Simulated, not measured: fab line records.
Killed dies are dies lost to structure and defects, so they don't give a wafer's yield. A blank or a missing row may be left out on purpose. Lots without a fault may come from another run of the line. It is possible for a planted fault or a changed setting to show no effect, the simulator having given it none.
The tool behind it: which one? -- flow berkeley cmos170 -- 13 lots, 38 wafers sampled, at 4 steps of a route of 331

WHAT THE GAUGES SHOWED, per wafer
UCB170_V1_OVL_MEAS_13. Usual: for V1_OVL the level is 3 nm and the standard deviation is 5.
lot,measured,on,V1_OVL (nm),flag
L456,day 8 06:38,overlay-02,3 7 7,
L457,day 8 21:14,overlay-02,11 9 6,
L458,day 8 21:32,overlay-01,7 8 -3,
L459,day 9 08:46,overlay-02,-7 6 2,
L461,day 9 13:07,overlay-01,3 -1 2,
L462,day 9 14:59,overlay-02,-2 1 -5,
L465,day 10 15:23,overlay-02,1 5 12,
L466,day 11 01:07,overlay-02,6 3,
L469,day 11 13:29,overlay-01,8 1 7,
L472,day 12 13:18,overlay-02,-2 5 5,
L475,day 13 10:52,overlay-02,-1 8 7,
L479,day 14 02:55,overlay-01,5 -10 -8,
L478,day 14 04:15,overlay-01,8 8 6,

UCB170_M3_OVL_MEAS_16. Usual: for M3_OVL the level is -2 nm and the standard deviation is 5.3.
lot,measured,on,M3_OVL (nm),flag
L456,day 8 15:44,overlay-01,-8 -14 -7,
L457,day 9 05:48,overlay-02,-4 0 -8,
L458,day 9 06:07,overlay-01,-9 -8 -6,
L459,day 9 16:28,overlay-01,-1 -5 -3,
L461,day 9 21:02,overlay-01,-5 -1 -4,
L462,day 9 23:17,overlay-02,-4 -3 4,
L465,day 10 23:25,overlay-02,-1 -2 6,
L466,day 11 09:05,overlay-02,-5 -14,
L469,day 11 21:21,overlay-01,1 -5 3,
L472,day 13 02:00,overlay-01,-10 -4 -8,
L475,day 13 20:22,overlay-01,-1 4 3,
L479,day 14 11:34,overlay-02,-8 -1 8,
L478,day 14 15:05,overlay-02,-5 -6 -5,

TOOL THAT RAN EACH LOT (tool first, then ch and the chambers of the sampled wafers, then the start)
lot,UCB170_V2_ETCH_14,UCB170_M3_SOFTBAKE_06
L456,"rie diel-04 ch 0,2, day 8 12:52","litho track-01 ch 0, day 8 13:57"
L457,"rie diel-03 ch 0,2,3, day 9 02:48","litho track-03 ch 0, day 9 04:11"
L458,"rie diel-02 ch 1,2, day 9 03:19","litho track-03 ch 0, day 9 04:37"
L459,"rie diel-03 ch 0,2,3, day 9 13:56","litho track-01 ch 0, day 9 14:58"
L461,"rie diel-04 ch 0,1, day 9 18:31","litho track-03 ch 0, day 9 19:32"
L462,"rie diel-04 ch 0,1, day 9 20:52","litho track-03 ch 0, day 9 21:54"
L465,"rie diel-02 ch 0,2, day 10 20:22","litho track-02 ch 0, day 10 21:54"
L466,"rie diel-04 ch 1,3, day 11 06:05","litho track-03 ch 0, day 11 07:20"
L469,"rie diel-04 ch 0,1,2, day 11 18:47","litho track-03 ch 0, day 11 19:50"
L472,"rie diel-02 ch 0,1,3, day 12 19:03","litho track-02 ch 0, day 12 20:20"
L475,"rie diel-02 ch 0,1,3, day 13 17:11","litho track-01 ch 0, day 13 18:40"
L479,"rie diel-04 ch 2,3, day 14 08:25","litho track-01 ch 0, day 14 09:35"
L478,"rie diel-04 ch 0,1, day 14 10:02","litho track-02 ch 0, day 14 11:14"
- UCB170_V2_ETCH_14: etches SiO2 in CHF3/CF4/Ar, stops on Al, target depth 1250 nm, time 291 s.
- UCB170_M3_SOFTBAKE_06: time 60 s.

WHAT THE TOOLS THEMSELVES READ (means of the sampled wafers that have a number; where no wafer has one, the mark that the record gives instead)
UCB170_V2_ETCH_14. Usual: CHF3_flow_sccm 45.00 sccm, standard deviation 0.13; drypump motor current A 6.0 A, standard deviation 0.37; oes product au 0.874 a.u., standard deviation 0.0084; throttle valve pct 6.94 %, standard deviation 0.11.
lot,tool,CHF3_flow_sccm (sccm),drypump motor current A (A),oes product au (a.u.),throttle valve pct (%),flag
L456,rie diel-04,45.02,6.2,0.871,6.84,
L457,rie diel-03,44.96,5.9,0.882,7.00,
L458,rie diel-02,44.88,5.5,0.883,6.92,
L459,rie diel-03,44.90,5.9,0.880,7.00,
L461,rie diel-04,44.90,6.1,0.872,6.77,
L462,rie diel-04,45.06,6.0,0.880,6.78,
L465,rie diel-02,45.13,6.3,0.870,6.98,
L466,rie diel-04,44.94,5.9,0.873,6.97,
L469,rie diel-04,45.00,6.1,0.870,6.84,
L472,rie diel-02,44.93,6.0,0.875,6.99,
L475,rie diel-02,45.10,5.9,0.883,7.00,
L479,rie diel-04,45.08,6.1,0.869,7.08,
L478,rie diel-04,45.05,5.9,0.877,6.79,

UCB170_M3_SOFTBAKE_06. Usual: 89.17 s for run length s, sd 0.12.
lot,tool,run length s (s),flag
L456,litho track-01,89.22,
L457,litho track-03,89.03,
L458,litho track-03,89.32,
L459,litho track-01,89.16,
L461,litho track-03,89.12,
L462,litho track-03,89.14,
L465,litho track-02,89.25,
L466,litho track-03,106.87,OFF
L469,litho track-03,106.72,OFF
L472,litho track-02,89.26,
L475,litho track-01,89.14,
L479,litho track-01,89.31,
L478,litho track-02,89.21,

THE ANSWER, worked out from the rows above alone
Rule: a lot is off if the mean of its wafers that have a number lies more than 3 standard deviations from the usual mean. Also off: a lot with no number at a reading for which 4 or more lots have one. Where the step has rows for the other lots, those lots are counted as sound. Order of review: gauges by route order, followed by the tools' own readings, for which a lot's mean as printed above is used. The first step at which some lot is off is used, and at that step the reading that is off furthest; a lot without a number counts as furthest.
Off: L466, L469 (UCB170_M3_SOFTBAKE_06, run length s).
If a tool, at that step or one of the process steps before it, ran each lot that is off and ran no sound lot following the first of them, it fits. One fits: litho track-03 at UCB170_M3_SOFTBAKE_06. A fault onset in the window from L462 (day 9 21:54, its last sound lot) to L466 (day 11 07:20, its first lot off) fits.
The tool's own readings at UCB170_M3_SOFTBAKE_06 bear it out: on the lots that are off they differ by more than 5 times the standard deviation of the sound lots' means. run length s reads 106.80 s there against 89.20 s on the sound lots.

WHAT THE SIMULATOR HAD PUT IN
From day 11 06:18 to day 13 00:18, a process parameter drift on litho track-03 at UCB170_M3_SOFTBAKE_06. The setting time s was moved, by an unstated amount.
Struck lots among those shown: L466, L469. The rule given above showed the same thing.
